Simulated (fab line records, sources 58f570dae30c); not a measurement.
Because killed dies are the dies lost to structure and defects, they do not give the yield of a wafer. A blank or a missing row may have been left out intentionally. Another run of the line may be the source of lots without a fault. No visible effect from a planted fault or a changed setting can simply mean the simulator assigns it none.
A lot that was struck, set against a sound lot ; flow berkeleyCmos170 ; 14 out of 331 route steps
Sound: wafers L954.1, L954.2, L954.3. Wafers L959.2, L959.5, L959.6 were the ones struck. The cause is named last.
For every step that has rows: the tool of each side, followed by ch and its chambers, followed by its first start. Under that, the readings that differ: sound wafers ; struck wafers ; difference of the means ; sigmas: that difference in standard deviations of wafers without a fault.
alike: a reading whose means differ by less than 2 such deviations, as well as words and numbers matching on both sides. not compared: withheld readings; readings where some wafer has no value; bounds like >300 that might hide an equal value; numbers whose values overlap and for which the record gives no deviation.
Wherever a step has rows on one side only, a row that says differs or no value, or a row with sigmas, the two part there. Numbers that don't overlap but have no deviation are shown without sigmas and don't part them. A reading missing from all wafers of one side parts the sides only when that side holds two or more wafers.

first, 1 step without rows for these wafers: UCB170_PLDD_DEVELOP_05 (develop time 45 s).
UCB170_PLDD_CD_MEAS_06: target cd 1200 nm.
  sound: cdSem-02 at day 7 15:01; struck: cdSem-02 at day 8 06:31
  alike: cdNm
UCB170_PLDD_OVL_MEAS_07:
  sound: overlay-02 at day 7 15:08; struck: overlay-01 at day 8 06:37
  alike: PLDD_OVL
then, 2 steps without rows for these wafers: UCB170_PLDD_IMPLANT_08; UCB170_PLDD_IMPLANT_09.
UCB170_PLDD_STRIP_10: strips in O2.
  sound on plasmaAsher-02 ch 0,1, day 7 15:29; struck on plasmaAsher-02 ch 0,1, day 8 06:57
  alike: drypumpMotorCurrentA, oesProductAu, stripTimeToEndpointS
  not compared: rfHoursCounterH
UCB170_PLDD_TW_MEAS_11:
  sound: filmMetro-03 at day 7 15:35; struck: filmMetro-01 at day 8 07:09
  alike: PLDD_TW
then, 5 steps without rows for these wafers: UCB170_PLDD_CLEAN_12 (cleans in SPM, time 600 s); UCB170_NLDD_HMDS_00 (prime time 60 s); UCB170_NLDD_COAT_01 (resist thk 900 nm); UCB170_NLDD_SOFTBAKE_02 (time 60 s); UCB170_NLDD_EXPOSE_03 (exposes mask NSELECT, target cd 1200 nm).
UCB170_NLDD_PEB_04:
  sound on lithoTrack-03 ch 0, day 7 17:31; struck on lithoTrack-04, day 8 08:49
  no value came back on the struck wafers for chillPlateTempC (C), exhaustPa (Pa); on the sound wafers chillPlateTempC (C) reads 22.98 23.05 22.97
then, 1 step without rows for these wafers: UCB170_NLDD_DEVELOP_05 (develop time 45 s).

WHERE THEY PART
UCB170_NLDD_PEB_04 only, going by this record.

WHY: whatever the simulator had introduced
Step skipped in full: lithoTrack-04, at UCB170_NLDD_PEB_04, from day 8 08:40 onward. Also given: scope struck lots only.
